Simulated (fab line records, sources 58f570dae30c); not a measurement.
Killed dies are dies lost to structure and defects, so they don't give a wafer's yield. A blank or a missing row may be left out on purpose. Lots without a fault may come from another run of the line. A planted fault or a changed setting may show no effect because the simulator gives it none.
Problem report in the 8D (eight disciplines) form, filled by code | flow berkeley_cmos170 | the parts of the form that need people (team, actions taken, sign-off) are left out

1. THE PROBLEM
cd_nm at UCB170_V2_CD_MEAS_12 reads a mean of 743.6 nm on 6 wafers of 2 lots; wafers without a fault read 699.8 nm with a standard deviation of 1.1. That is +40 standard deviations from the usual mean.
The step: target cd 700 nm.
First seen on wafer L480.3, day 11 18:35, on cd_sem-01. The record holds 42 wafers of 14 lots with a number at this step. Rule for "out", or "out of limits": more than 4 standard deviations from the usual mean. The other wafers with a number count as sound.

2. WHAT IT IS AND WHAT IT IS NOT
question                    | is                     | is not
which readings at this step | cd_nm                  | -
which lots                  | L480, L482             | L465, L467, L468, L469, L471, L473, L474, L475, L477, L485, L486, L487
which wafers of those lots  | all that have a number | -
read on which gauges        | cd_sem-01, cd_sem-02   | -
when                        | from day 11 18:35      | up to then (27 sound wafers); but 9 sound wafers of L485, L486, L487 came after

3. SUSPECTS, AND WHAT RULES EACH OUT
Counting: a tool at a process step up to the reading stays a suspect if it ran every lot that is out and no sound lot after the first of them.
- the gauge at UCB170_V2_CD_MEAS_12: ruled out. The wafers that are out were read on 2 gauges (cd_sem-01, cd_sem-02).
- litho_track-03 at UCB170_V2_PEB_10: kept. It ran every lot that is out, first L480 (day 11 18:19), and no sound lot after that; its last sound lot up to then is L474 (day 10 10:26). Its own readings are out on those wafers: heater_power_total_W, plate_temp_C.
Left after counting: litho_track-03 at UCB170_V2_PEB_10.

4. THE CAUSE (what the simulator had put in)
Process parameter drift: litho_track-03, from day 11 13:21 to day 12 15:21, at UCB170_V2_PEB_10. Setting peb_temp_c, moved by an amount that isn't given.
Counting left only this tool.

5. THE CHAIN OF EFFECTS, in route order
Each row: a reading whose mean over the struck wafers that have a number lies more than 3 standard deviations from the usual. Only readings for which the record gives a usual standard deviation are gone through. hours: the time from each lot's start at the first step in this table that gives one to its start at this step, as a median over the lots. sigmas: the change in usual standard deviations.
hours | step                 | reading              | usual    | on struck wafers | change | sigmas
0     | UCB170_V2_PEB_10     | heater_power_total_W | 56.80 W  | 63.87            | +7.07  | +99 or more
0     | UCB170_V2_PEB_10     | plate_temp_C         | 130.02 C | 142.24           | +12.22 | +81
0     | UCB170_V2_CD_MEAS_12 | cd_nm                | 699.8 nm | 743.6            | +43.8  | +40
The process steps in it:
- UCB170_V2_PEB_10

6. WHAT WOULD HAVE CAUGHT IT SOONER
In this record the first reading out of limits at a measuring or inspecting step was taken at day 11 18:35, 5 hours after the fault began at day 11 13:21.
The tool's own readings at UCB170_V2_PEB_10 were out on every struck wafer that the step has a row for (heater_power_total_W, plate_temp_C): an alarm limit on them would have fired on the first of those.
Of the lots that are out (2), L482 began UCB170_V2_PEB_10 on litho_track-03 after day 11 18:35. A hold on the tool at that time would have spared it.
